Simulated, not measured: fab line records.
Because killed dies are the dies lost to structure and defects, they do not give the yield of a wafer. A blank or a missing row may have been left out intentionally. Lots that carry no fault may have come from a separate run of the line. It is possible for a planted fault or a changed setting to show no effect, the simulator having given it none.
fab line records ; flow rit-cmos
[record] lots = 16; wafers = 48; last-day = 8
route steps=202 shown GATE@92 NLDD@106 PSD@148 SILICIDE@167 M1@202
lots that met no fault: from a run of the same line without faults
start-h: the number of hours between the record's first day and the start of the first shown wafer of the lot ; wait-h: hours since the lot's step before ; " unchanged from the row above ; L1.1+2: a single row standing in for several wafers ; - either no value or no given start ; * or withheld: withheld ; < > ~ a bound
route shown NAME@n: a module of which the file shows steps, and the number in the route of the first ; usual: mean/standard deviation of fault-free wafers ; same: alike in all rows ; chamber/n: place in a boat ; sites: each site's reading ; _std_site: the standard deviation of these ; _edge_site: the outer-site mean with the inner-site mean subtracted ; radius-mm: for every site, how far away it sits from the centre of the wafer ; mask NAME#n: copy n ; behind: the last tool/chamber to shape the wafer ; hold: the reason the lot was held/the length of the hold in hours/how it ended ; device: whichever transistor did not switch (one of n, p or np) ; end of line: tests run on the same wafers once the route is complete ; a step without rows: its recipe alone ; killed: the dies lost at the first sort to structure and to defects; this is not the yield of the wafer ; map: shows each die of a wafer: x if killed, . if not, _ if none is there
set.NAME: the setting that was run; set.NAME@STEP: the one run at that earlier step ; model.NAME: the simulator's own value behind a step, which no gauge read
one table for each step of the route and one row for each wafer, over a sample of lots
services: when a tool's chamber went out of use (start-h, in hours from the record's first day, below 0 if earlier), for how many hours, and the reason
[[steps]]
[step RIT_GATE_CD_MEAS_16]
[recipe] target-cd-nm = 150
[usual] cd-nm = 150.2/2.5
lot.wafer;tool;chamber;start-h;wait-h;cd-nm
L472.2;cd-sem-01;-;42.30;-;148.7
L472.3;cd-sem-01;-;42.30;-;149.4
L472.5;cd-sem-01;-;42.30;-;149.7
L473.1;cd-sem-01;-;43.93;-;155.5
L473.2;cd-sem-01;-;43.93;-;149.6
L473.4;cd-sem-01;-;43.93;-;150.9
L474.1;cd-sem-01;-;49.57;-;154.2
L474.2;cd-sem-01;-;49.57;-;154.0
L474.6;cd-sem-01;-;49.57;-;152.6
L475.2;cd-sem-01;-;53.93;-;150.8
L475.4;cd-sem-01;-;53.93;-;148.9
L475.6;cd-sem-01;-;53.93;-;148.4
L476.2;cd-sem-02;-;57.74;-;150.0
L476.3;cd-sem-02;-;57.74;-;146.5
L476.5;cd-sem-02;-;57.74;-;149.0
L478.1;cd-sem-01;-;66.96;-;153.0
L478.4;cd-sem-01;-;66.96;-;149.7
L478.6;cd-sem-01;-;66.96;-;152.1
L480.1;cd-sem-02;-;80.01;-;154.7
L480.2;cd-sem-02;-;80.01;-;153.4
L480.5;cd-sem-02;-;80.01;-;154.9
L481.2;cd-sem-01;-;82.38;-;151.0
L481.4;cd-sem-01;-;82.38;-;152.6
L481.5;cd-sem-01;-;82.38;-;150.3
L482.1;cd-sem-01;-;86.39;-;147.6
L482.2;cd-sem-01;-;86.39;-;148.1
L482.3;cd-sem-01;-;86.39;-;147.4
L483.2;cd-sem-01;-;93.43;-;148.1
L483.4;cd-sem-01;-;93.43;-;147.4
L483.5;cd-sem-01;-;93.43;-;149.4
L484.2;cd-sem-01;-;96.67;-;151.4
L484.4;cd-sem-01;-;96.67;-;151.9
L484.6;cd-sem-01;-;96.67;-;152.3
L489.1;cd-sem-01;-;124.13;-;149.7
L489.3;cd-sem-01;-;124.13;-;148.5
L489.5;cd-sem-01;-;124.13;-;149.8
L490.1;cd-sem-01;-;136.35;-;148.6
L490.3;cd-sem-01;-;136.35;-;149.7
L490.4;cd-sem-01;-;136.35;-;149.0
L492.1;cd-sem-01;-;141.42;-;154.3
L492.5;cd-sem-01;-;141.42;-;149.9
L492.6;cd-sem-01;-;141.42;-;149.2
L493.3;cd-sem-01;-;149.87;-;148.8
L493.4;cd-sem-01;-;149.87;-;150.3
L493.5;cd-sem-01;-;149.87;-;147.1
L495.1;cd-sem-01;-;159.29;-;148.4
L495.2;cd-sem-01;-;159.29;-;147.6
L495.3;cd-sem-01;-;159.29;-;150.1
[step RIT_NLDD_EXPOSE_03]
[recipe] mask-id = M7; na = 0.57; target-cd-nm = 40700; dose-mj = 250
[usual] reticle-temp-C = 23.00/0.1; stage-vel-mm-s = 500.06/0.26
lot.wafer;tool;chamber;start-h;wait-h;mask;reticle-temp-C;stage-vel-mm-s
L472.2;iline-stepper-01;0;46.58;0.2;M7#0;23.09;500.62
L472.3;iline-stepper-01;0;46.58;0.2;M7#0;23.15;500.08
L472.5;iline-stepper-01;0;46.58;0.2;M7#0;22.99;500.19
L473.1;iline-stepper-01;0;48.16;0.1;M7#0;23.02;499.92
L473.2;iline-stepper-01;0;48.16;0.1;M7#0;23.09;500.19
L473.4;iline-stepper-01;0;48.16;0.1;M7#0;22.96;500.32
L474.1;iline-stepper-01;0;54.12;0.1;M7#0;22.94;500.25
L474.2;iline-stepper-01;0;54.12;0.1;M7#0;22.99;500.32
L474.6;iline-stepper-01;0;54.12;0.1;M7#0;22.96;500.09
L475.2;iline-stepper-01;0;58.28;0.1;M7#0;22.99;500.15
L475.4;iline-stepper-01;0;58.28;0.1;M7#0;22.92;500.08
L475.6;iline-stepper-01;0;58.28;0.1;M7#0;22.90;499.91
L476.2;iline-stepper-01;0;61.87;0.1;M7#0;22.93;499.87
L476.3;iline-stepper-01;0;61.87;0.1;M7#0;23.22;499.32
L476.5;iline-stepper-01;0;61.87;0.1;M7#0;22.95;499.80
L478.1;iline-stepper-01;0;71.13;0.1;M7#0;23.16;499.89
L478.4;iline-stepper-01;0;71.13;0.1;M7#0;22.74;500.28
L478.6;iline-stepper-01;0;71.13;0.1;M7#0;23.16;499.94
L480.1;iline-stepper-02;0;84.15;0.1;M7#0;22.97;500.50
L480.2;iline-stepper-02;0;84.15;0.1;M7#0;22.92;499.84
L480.5;iline-stepper-02;0;84.15;0.1;M7#0;23.00;500.34
L481.2;iline-stepper-02;0;87.09;0.1;M7#0;23.00;500.16
L481.4;iline-stepper-02;0;87.09;0.1;M7#0;22.92;500.02
L481.5;iline-stepper-02;0;87.09;0.1;M7#0;22.92;499.92
L482.1;iline-stepper-01;0;90.67;0.2;M7#0;22.95;499.81
L482.2;iline-stepper-01;0;90.67;0.2;M7#0;22.97;500.33
L482.3;iline-stepper-01;0;90.67;0.2;M7#0;23.03;500.21
L483.2;iline-stepper-01;0;97.72;0.1;M7#0;22.89;499.74
L483.4;iline-stepper-01;0;97.72;0.1;M7#0;22.93;500.26
L483.5;iline-stepper-01;0;97.72;0.1;M7#0;22.80;499.71
L484.2;iline-stepper-01;0;100.84;0.1;M7#0;22.81;500.04
L484.4;iline-stepper-01;0;100.84;0.1;M7#0;22.77;500.06
L484.6;iline-stepper-01;0;100.84;0.1;M7#0;22.94;499.96
L489.1;iline-stepper-02;0;130.36;0.2;M7#0;23.08;499.90
L489.3;iline-stepper-02;0;130.36;0.2;M7#0;22.92;500.10
L489.5;iline-stepper-02;0;130.36;0.2;M7#0;22.96;499.90
L490.1;iline-stepper-02;0;140.71;0.1;M7#0;22.89;500.10
L490.3;iline-stepper-02;0;140.71;0.1;M7#0;22.83;500.25
L490.4;iline-stepper-02;0;140.71;0.1;M7#0;22.98;500.17
L492.1;iline-stepper-02;0;149.07;0.2;M7#0;23.04;499.76
L492.5;iline-stepper-02;0;149.07;0.2;M7#0;23.14;500.53
L492.6;iline-stepper-02;0;149.07;0.2;M7#0;23.20;499.94
L493.3;iline-stepper-02;0;154.35;0.1;M7#0;23.01;500.21
L493.4;iline-stepper-02;0;154.35;0.1;M7#0;23.00;499.83
L493.5;iline-stepper-02;0;154.35;0.1;M7#0;23.03;500.39
L495.1;iline-stepper-02;0;166.74;0.2;M7#0;23.16;499.75
L495.2;iline-stepper-02;0;166.74;0.2;M7#0;22.95;499.60
L495.3;iline-stepper-02;0;166.74;0.2;M7#0;23.00;500.10
[step RIT_NLDD_OVL_MEAS_06]
[usual] NLDD_OVL = 0.1/1.5
lot.wafer;tool;chamber;start-h;wait-h;NLDD_OVL[nm]
L472.2;overlay-02;-;46.96;-;0.0
L472.3;overlay-02;-;46.96;-;-0.5
L472.5;overlay-02;-;46.96;-;1.8
L473.1;overlay-02;-;48.56;-;-1.0
L473.2;overlay-02;-;48.56;-;-0.6
L473.4;overlay-02;-;48.56;-;-0.1
L474.1;overlay-02;-;54.52;-;-0.1
L474.2;overlay-02;-;54.52;-;0.9
L474.6;overlay-02;-;54.52;-;0.0
L475.2;overlay-01;-;58.66;-;-2.2
L475.4;overlay-01;-;58.66;-;-2.4
L475.6;overlay-01;-;58.66;-;-1.1
L476.2;overlay-01;-;62.26;-;1.2
L476.3;overlay-01;-;62.26;-;-1.0
L476.5;overlay-01;-;62.26;-;0.8
L478.1;overlay-02;-;71.53;-;-299.0
L478.4;overlay-02;-;71.53;-;-297.5
L478.6;overlay-02;-;71.53;-;-298.9
L480.1;overlay-01;-;84.55;-;-0.4
L480.2;overlay-01;-;84.55;-;-0.4
L480.5;overlay-01;-;84.55;-;-1.3
L481.2;overlay-02;-;87.48;-;-0.6
L481.4;overlay-02;-;87.48;-;-2.8
L481.5;overlay-02;-;87.48;-;-2.5
L482.1;overlay-02;-;91.07;-;-301.2
L482.2;overlay-02;-;91.07;-;-301.2
L482.3;overlay-02;-;91.07;-;-301.4
L483.2;overlay-01;-;98.11;-;-298.5
L483.4;overlay-01;-;98.11;-;-299.3
L483.5;overlay-01;-;98.11;-;-299.7
L484.2;overlay-01;-;101.23;-;-299.1
L484.4;overlay-01;-;101.23;-;-298.9
L484.6;overlay-01;-;101.23;-;-298.1
L489.1;overlay-01;-;130.76;-;-0.3
L489.3;overlay-01;-;130.76;-;0.2
L489.5;overlay-01;-;130.76;-;0.2
L490.1;overlay-02;-;141.11;-;2.2
L490.3;overlay-02;-;141.11;-;1.8
L490.4;overlay-02;-;141.11;-;4.5
L492.1;overlay-02;-;149.47;-;-1.6
L492.5;overlay-02;-;149.47;-;-1.2
L492.6;overlay-02;-;149.47;-;-1.7
L493.3;overlay-01;-;154.72;-;-2.1
L493.4;overlay-01;-;154.72;-;0.1
L493.5;overlay-01;-;154.72;-;0.0
L495.1;overlay-01;-;167.14;-;-0.7
L495.2;overlay-01;-;167.14;-;-0.6
L495.3;overlay-01;-;167.14;-;0.0
[step RIT_PSD_OVL_MEAS_06]
[usual] PSD_OVL = 0.1/1.4
lot.wafer;tool;chamber;start-h;wait-h;PSD_OVL[nm]
L472.2;overlay-01;-;54.96;-;0.3
L472.3;overlay-01;-;54.96;-;0.7
L472.5;overlay-01;-;54.96;-;0.9
L473.1;overlay-02;-;57.40;-;-0.2
L473.2;overlay-02;-;57.40;-;-1.9
L473.4;overlay-02;-;57.40;-;-1.0
L474.1;overlay-01;-;61.30;-;1.3
L474.2;overlay-01;-;61.30;-;0.0
L474.6;overlay-01;-;61.30;-;0.9
L475.2;overlay-02;-;66.08;-;-1.6
L475.4;overlay-02;-;66.08;-;-1.6
L475.6;overlay-02;-;66.08;-;-0.8
L476.2;overlay-02;-;69.27;-;-1.9
L476.3;overlay-02;-;69.27;-;-2.7
L476.5;overlay-02;-;69.27;-;-1.1
L478.1;overlay-01;-;78.38;-;1.2
L478.4;overlay-01;-;78.38;-;1.2
L478.6;overlay-01;-;78.38;-;0.3
L480.1;overlay-01;-;91.58;-;-0.4
L480.2;overlay-01;-;91.58;-;-1.2
L480.5;overlay-01;-;91.58;-;-0.4
L481.2;overlay-01;-;94.39;-;-2.1
L481.4;overlay-01;-;94.39;-;-1.1
L481.5;overlay-01;-;94.39;-;-1.6
L482.1;overlay-02;-;98.11;-;0.7
L482.2;overlay-02;-;98.11;-;1.3
L482.3;overlay-02;-;98.11;-;0.8
L483.2;overlay-02;-;104.99;-;2.1
L483.4;overlay-02;-;104.99;-;0.9
L483.5;overlay-02;-;104.99;-;0.3
L484.2;overlay-01;-;108.12;-;0.9
L484.4;overlay-01;-;108.12;-;1.7
L484.6;overlay-01;-;108.12;-;1.1
L489.1;overlay-02;-;138.32;-;1.9
L489.3;overlay-02;-;138.32;-;1.0
L489.5;overlay-02;-;138.32;-;2.5
L490.1;overlay-02;-;148.98;-;0.9
L490.3;overlay-02;-;148.98;-;0.5
L490.4;overlay-02;-;148.98;-;0.1
L492.1;overlay-02;-;157.83;-;0.3
L492.5;overlay-02;-;157.83;-;-2.0
L492.6;overlay-02;-;157.83;-;-0.6
L493.3;overlay-02;-;162.79;-;0.1
L493.4;overlay-02;-;162.79;-;-0.3
L493.5;overlay-02;-;162.79;-;-1.7
L495.1;overlay-02;-;174.29;-;-0.7
L495.2;overlay-02;-;174.29;-;-0.3
L495.3;overlay-02;-;174.29;-;-1.0
[step RIT_SILICIDE_RTA_06]
[recipe] temp-c = 750; time-s = 10; idle-temp-c = 25; ramp-up-s = 5; ramp-down-s = 10; cool-to-c = 25; ambient = N2
[usual] anneal-temp-c-max = 754.1/1.6; wafer_temp_C_max = 753.4/0.91
lot.wafer;tool;chamber;start-h;wait-h;anneal-temp-c-max;wafer_temp_C_max
L472.2;rtp-anneal-02;0;57.07;0.0;754.6;753.5
L472.3;rtp-anneal-02;0;57.07;0.0;753.2;753.0
L472.5;rtp-anneal-02;0;57.07;0.0;752.3;752.9
L473.1;rtp-anneal-01;0;59.65;0.0;755.5;754.3
L473.2;rtp-anneal-01;0;59.65;0.0;755.8;754.6
L473.4;rtp-anneal-01;0;59.65;0.0;756.3;753.5
L474.1;rtp-anneal-02;0;63.26;0.0;752.6;752.8
L474.2;rtp-anneal-02;0;63.26;0.0;753.0;753.2
L474.6;rtp-anneal-02;0;63.26;0.0;752.9;752.8
L475.2;rtp-anneal-01;0;68.24;0.0;755.4;754.7
L475.4;rtp-anneal-01;0;68.24;0.0;756.4;753.8
L475.6;rtp-anneal-01;0;68.24;0.0;755.8;755.7
L476.2;rtp-anneal-02;0;71.43;0.0;752.2;751.9
L476.3;rtp-anneal-02;0;71.43;0.0;753.6;753.1
L476.5;rtp-anneal-02;0;71.43;0.0;753.0;752.6
L478.1;rtp-anneal-02;0;80.32;0.0;752.7;754.2
L478.4;rtp-anneal-02;0;80.32;0.0;752.4;752.4
L478.6;rtp-anneal-02;0;80.32;0.0;753.4;752.9
L480.1;rtp-anneal-02;0;93.50;0.0;752.9;753.7
L480.2;rtp-anneal-02;0;93.50;0.0;752.8;753.0
L480.5;rtp-anneal-02;0;93.50;0.0;753.2;753.1
L481.2;rtp-anneal-01;0;96.35;0.0;755.4;754.5
L481.4;rtp-anneal-01;0;96.35;0.0;756.6;754.6
L481.5;rtp-anneal-01;0;96.35;0.0;755.4;754.1
L482.1;rtp-anneal-02;0;100.04;0.0;752.8;752.4
L482.2;rtp-anneal-02;0;100.04;0.0;753.8;752.5
L482.3;rtp-anneal-02;0;100.04;0.0;752.8;752.4
L483.2;rtp-anneal-02;0;106.93;0.0;752.9;752.5
L483.4;rtp-anneal-02;0;106.93;0.0;752.8;753.2
L483.5;rtp-anneal-02;0;106.93;0.0;752.6;753.3
L484.2;rtp-anneal-01;0;110.07;0.0;755.7;753.1
L484.4;rtp-anneal-01;0;110.07;0.0;754.8;753.4
L484.6;rtp-anneal-01;0;110.07;0.0;755.7;754.3
L489.1;rtp-anneal-02;0;140.25;0.0;751.7;753.3
L489.3;rtp-anneal-02;0;140.25;0.0;752.3;752.1
L489.5;rtp-anneal-02;0;140.25;0.0;751.9;752.9
L490.1;rtp-anneal-01;0;150.90;0.0;755.2;753.9
L490.3;rtp-anneal-01;0;150.90;0.0;755.6;753.1
L490.4;rtp-anneal-01;0;150.90;0.0;755.1;754.7
L492.1;rtp-anneal-01;0;159.75;0.0;754.4;753.3
L492.5;rtp-anneal-01;0;159.75;0.0;755.5;754.9
L492.6;rtp-anneal-01;0;159.75;0.0;754.2;754.5
L493.3;rtp-anneal-02;0;164.73;0.0;753.0;752.8
L493.4;rtp-anneal-02;0;164.73;0.0;752.7;752.3
L493.5;rtp-anneal-02;0;164.73;0.0;753.1;752.9
L495.1;rtp-anneal-02;0;176.28;0.0;753.1;752.0
L495.2;rtp-anneal-02;0;176.28;0.0;753.9;752.6
L495.3;rtp-anneal-02;0;176.28;0.0;753.5;752.8
[step RIT_M1_PROBE_99]
[usual] killed-at-contacts = 0.1/0.3; killed-at-front-end = 6.5/2.9; killed-dies = 6.6/3; killed-open = 3.3/2; killed-short = 3.3/1.9
[same] gross-dies = 264; killed_at_M0_to_M3 = 0; killed_at_M4_up = 0; killed-at-back-side = 0; killed-at-other = 0
lot.wafer;tool;chamber;start-h;wait-h;killed-at-contacts;killed-at-front-end;killed-dies;killed-open;killed-short
L478.1;prober-01;-;86.64;0.1;0;10;10;7;3
L478.4;prober-01;-;86.79;0.2;0;5;5;3;2
L478.6;prober-01;-;86.89;0.2;0;9;9;4;5
L480.1;prober-01;-;99.99;0.1;0;9;9;3;6
L480.2;prober-01;-;100.04;0.1;0;5;5;4;1
L480.5;prober-01;-;100.19;0.2;0;11;11;4;7
L482.2;prober-01;-;106.67;0.1;0;7;7;7;0
L483.2;prober-02;-;113.71;0.1;0;8;8;3;5
L483.4;prober-02;-;113.81;0.2;0;5;5;4;1
L483.5;prober-02;-;113.86;0.2;0;4;4;1;3
L484.2;prober-01;-;116.43;0.1;0;2;2;1;1
L484.4;prober-01;-;116.53;0.2;0;5;5;3;2
L484.6;prober-01;-;116.63;0.2;0;12;12;7;5
L489.1;prober-02;-;150.05;0.1;0;8;8;4;4
L489.3;prober-02;-;150.15;0.2;0;9;9;5;4
L489.5;prober-02;-;150.25;0.2;0;8;8;0;8
L490.1;prober-01;-;159.36;0.1;0;5;5;2;3
L490.3;prober-01;-;159.46;0.2;0;3;3;2;1
L490.4;prober-01;-;159.51;0.2;0;2;2;0;2
L492.1;prober-01;-;166.92;0.1;0;6;6;4;2
L492.5;prober-01;-;167.12;0.2;0;10;10;3;7
L492.6;prober-01;-;167.17;0.2;0;3;3;1;2
L493.3;prober-02;-;171.53;0.2;0;9;9;3;6
L493.4;prober-02;-;171.58;0.2;0;5;5;2;3
L493.5;prober-02;-;171.63;0.2;0;7;7;5;2
// killed by level:class
L478.1 FOX1:geometric-particle:short=2 FOX1:geometric-particle:open=2 SILICIDE:geometric-particle:open=2 FOX2:geometric-particle:open=1 GATE:geometric-particle:open=1 SPACER:geometric-particle:short=1 SPACER:geometric-particle:open=1
L478.4 GATE:geometric-particle:open=2 ACTIVE:geometric-particle:short=1 SILICIDE:geometric-particle:open=1 SILICIDE:geometric-particle:short=1
L478.6 FOX2:geometric-particle:open=2 FOX2:geometric-particle:short=2 SPACER:geometric-particle:short=2 FOX1:geometric-particle:open=1 SPACER:geometric-particle:open=1 SILICIDE:geometric-particle:short=1
L480.1 GATE:geometric-particle:short=2 REOX:geometric-particle:short=2 FOX1:geometric-particle:open=1 FOX2:geometric-particle:short=1 REOX:geometric-particle:open=1 SPACER:geometric-particle:open=1 SILICIDE:geometric-particle:short=1
L480.2 SPACER:geometric-particle:open=2 FOX1:geometric-particle:open=1 GATE:geometric-particle:open=1 GATE:geometric-particle:short=1
L480.5 FOX1:geometric-particle:short=3 GATE:geometric-particle:short=2 FOX1:geometric-particle:open=1 FOX2:geometric-particle:open=1 FOX2:geometric-particle:short=1 GATE:geometric-particle:open=1 REOX:geometric-particle:open=1 SILICIDE:geometric-particle:short=1
L482.2 REOX:geometric-particle:open=4 GATE:geometric-particle:open=1 SPACER:geometric-particle:open=1 SILICIDE:geometric-particle:open=1
L483.2 GATE:geometric-particle:short=2 FOX2:geometric-particle:short=1 FOX2:geometric-particle:open=1 GATE:geometric-particle:open=1 REOX:geometric-particle:short=1 SPACER:geometric-particle:open=1 SPACER:geometric-particle:short=1
L483.4 FOX1:geometric-particle:short=1 FOX2:geometric-particle:open=1 GATE:geometric-particle:open=1 REOX:geometric-particle:open=1 SILICIDE:geometric-particle:open=1
L483.5 FOX2:geometric-particle:short=2 FOX2:geometric-particle:open=1 SPACER:geometric-particle:short=1
L484.2 FOX1:geometric-particle:short=1 GATE:geometric-particle:open=1
L484.4 GATE:geometric-particle:open=2 FOX1:geometric-particle:short=1 REOX:geometric-particle:open=1 SPACER:geometric-particle:short=1
L484.6 REOX:geometric-particle:open=4 GATE:geometric-particle:short=2 FOX1:geometric-particle:short=1 FOX1:geometric-particle:open=1 GATE:geometric-particle:open=1 SPACER:geometric-particle:short=1 SILICIDE:geometric-particle:open=1 SILICIDE:geometric-particle:short=1
L489.1 REOX:geometric-particle:short=2 SILICIDE:geometric-particle:open=2 SPACER:geometric-particle:short=1 FOX2:geometric-particle:short=1 FOX2:geometric-particle:open=1 GATE:geometric-particle:open=1
L489.3 FOX2:geometric-particle:open=3 GATE:geometric-particle:open=2 REOX:geometric-particle:short=2 FOX2:geometric-particle:short=1 SPACER:geometric-particle:short=1
L489.5 GATE:geometric-particle:short=2 REOX:geometric-particle:short=2 SPACER:geometric-particle:short=2 FOX1:geometric-particle:short=1 FOX2:geometric-particle:short=1
L490.1 GATE:geometric-particle:open=1 REOX:geometric-particle:short=1 SPACER:geometric-particle:short=1 SPACER:geometric-particle:open=1 SILICIDE:geometric-particle:short=1
L490.3 GATE:geometric-particle:open=1 SILICIDE:geometric-particle:open=1 SILICIDE:geometric-particle:short=1
L490.4 REOX:geometric-particle:short=1 SPACER:geometric-particle:short=1
L492.1 FOX1:geometric-particle:open=2 SILICIDE:geometric-particle:open=2 FOX2:geometric-particle:short=1 SILICIDE:geometric-particle:short=1
L492.5 FOX1:geometric-particle:short=3 FOX1:geometric-particle:open=1 FOX2:geometric-particle:open=1 FOX2:geometric-particle:short=1 GATE:geometric-particle:open=1 GATE:geometric-particle:short=1 SPACER:geometric-particle:short=1 SILICIDE:geometric-particle:short=1
L492.6 SPACER:geometric-particle:short=2 GATE:geometric-particle:open=1
L493.3 FOX1:geometric-particle:short=3 FOX1:geometric-particle:open=2 GATE:geometric-particle:open=1 GATE:geometric-particle:short=1 REOX:geometric-particle:short=1 SPACER:geometric-particle:short=1
L493.4 GATE:geometric-particle:open=2 FOX1:geometric-particle:short=1 FOX2:geometric-particle:short=1 SPACER:geometric-particle:short=1
L493.5 GATE:geometric-particle:open=2 SILICIDE:geometric-particle:short=2 FOX1:geometric-particle:open=1 FOX2:geometric-particle:open=1 SILICIDE:geometric-particle:open=1
[[services]]
tool;chamber;start-h;hours;kind
iline-stepper-01;-;23.60;11.7;repair
iline-stepper-02;-;29.49;2.2;repair
iline-stepper-01;-;39.28;4.4;pm
rtp-anneal-01;-;102.32;4.2;pm
iline-stepper-02;-;119.07;1.7;pm
iline-stepper-01;-;148.04;1.7;pm
iline-stepper-01;-;150.85;2.4;repair
[[key]]
[first-sign] step = RIT_NLDD_OVL_MEAS_06; reading = NLDD_OVL; direction = down; sigmas = 99+; usual = 0.1; struck = -299.4
effect none on later readings
met-at RIT_NLDD_EXPOSE_03
struck-lots L478,L482,L483,L484
tester-left-out L478,L482,L483,L484
not-acting-at RIT_GATE_CD_MEAS_16,RIT_PSD_OVL_MEAS_06,RIT_SILICIDE_RTA_06
onset-between 61.87 71.13
[fault] kind = scanner-matching-overlay; tool = iline-stepper-01; chamber = -; onset-h = 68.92; steps = RIT_NLDD_EXPOSE_03; offset = -300
// tester-left-out: of these lots the tester's yield and bins aren't shown, on N5 and GAA mostly nor the transistor test; their killed dies are dies lost to structure and defects alone, not to doping, threshold or leakage, so they don't give the yield
